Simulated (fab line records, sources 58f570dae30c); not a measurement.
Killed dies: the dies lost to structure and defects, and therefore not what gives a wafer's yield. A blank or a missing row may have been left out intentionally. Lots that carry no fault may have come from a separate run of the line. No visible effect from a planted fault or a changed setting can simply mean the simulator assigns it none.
Code-filled problem report in 8D (eight disciplines) form ; flow berkeleyCmos170 ; the parts of the form that need people (team, actions taken, sign-off) are left out

## 1. THE ISSUE
Mean PLDD_RS at UCB170_SDANNEAL_RS_MEAS_04: 1090.5 ohm/sq over 6 wafers in 2 lots; fault-free wafers: 1032.6 ohm/sq, standard deviation 2.2. Measured from the usual mean, that is +26 standard deviations.
The step: measures by four-point-probe.
Seen first at day 12 03:23 on filmMetro-04, wafer L521.3. The record has a number at this step for 42 wafers belonging to 14 lots. Rule for "out", or "out of limits": more than 4 standard deviations from the usual mean. Any other wafer with a number is counted as sound.

## 2. WHAT IT IS, WHAT IT ISN'T
question;is;is not
which readings at this step;PLDD_RS;-
which lots;L520, L521;L504, L505, L506, L507, L508, L509, L511, L512, L515, L525, L526, L527
which wafers of those lots;all that have a number;-
read on which gauges;filmMetro-01, filmMetro-04;filmMetro-03
when;from day 12 03:23;"up to then (27 sound wafers); but 9 sound wafers of L525, L526, L527 came after"

## 3. WHAT RULES OUT EACH SUSPECT
Counting: a tool stays on the suspect list if, at a process step up to the reading, it processed all lots that are out and no sound lot following the first of them.
- the gauge at UCB170_SDANNEAL_RS_MEAS_04 has been ruled out. 2 gauges (filmMetro-01, filmMetro-04) read the wafers that are out.
- furnace-01 at UCB170_SPACER_ANNEAL_02 (time 1800 s): kept. It ran every lot that is out, first L520 (day 11 18:31), and no sound lot after that; its last sound lot up to then is L508 (day 10 08:04). Its own spikeTcCentreC, spikeTcLoadC, spikeTcSourceC, tubeCenterTempC, tube_center_temp_C_max readings are out on those wafers.
After counting, what remains is furnace-01 at UCB170_SPACER_ANNEAL_02.

## 4. THE CAUSE (what the simulator had put in)
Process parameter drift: furnace-01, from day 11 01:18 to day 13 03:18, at UCB170_SPACER_ANNEAL_02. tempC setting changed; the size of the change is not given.
The count eliminated every tool but this one.

## 5. SEQUENCE OF EFFECTS, ordered by route
Each row: a reading whose mean over the struck wafers that have a number lies more than 3 standard deviations from the usual. Only readings for which the record gives a usual standard deviation are gone through. hours: the time from each lot's start at the first step in this table that gives one to its start at this step, as a median over the lots. sigmas: the change in usual standard deviations.
hours;step;reading;usual;on struck wafers;change;sigmas
0;UCB170_SPACER_ANNEAL_02;spikeTcCentreC;902.2 C;888.1;-14.1;-10
0;UCB170_SPACER_ANNEAL_02;spikeTcLoadC;924.4 C;907.3;-17.1;-8.1
0;UCB170_SPACER_ANNEAL_02;spikeTcSourceC;924.3 C;905.9;-18.4;-7.4
0;UCB170_SPACER_ANNEAL_02;tubeCenterTempC;900 C;885;-15;-99 or more
0;UCB170_SPACER_ANNEAL_02;tube_center_temp_C_max;902.3;887.1;-15.1;-41
9;UCB170_SDANNEAL_RS_MEAS_04;PLDD_RS;1032.6 ohm/sq;1090.5;+57.9;+26
Process steps it contains:
- UCB170_SPACER_ANNEAL_02: time 1800 s.

## 6. HOW IT WOULD HAVE BEEN CAUGHT EARLIER
26 hours passed between the start of the fault at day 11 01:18 and the first reading out of limits at a measuring or inspecting step in this record, taken at day 12 03:23.
The tool's own readings at UCB170_SPACER_ANNEAL_02 were out on every struck wafer that the step has a row for (spikeTcCentreC, spikeTcLoadC, spikeTcSourceC, tubeCenterTempC, tube_center_temp_C_max): an alarm limit on them would have fired on the first of those.
All the lots that are out (2) had begun UCB170_SPACER_ANNEAL_02 on furnace-01 by day 12 03:23. A hold on the tool at that time would have spared none of them.
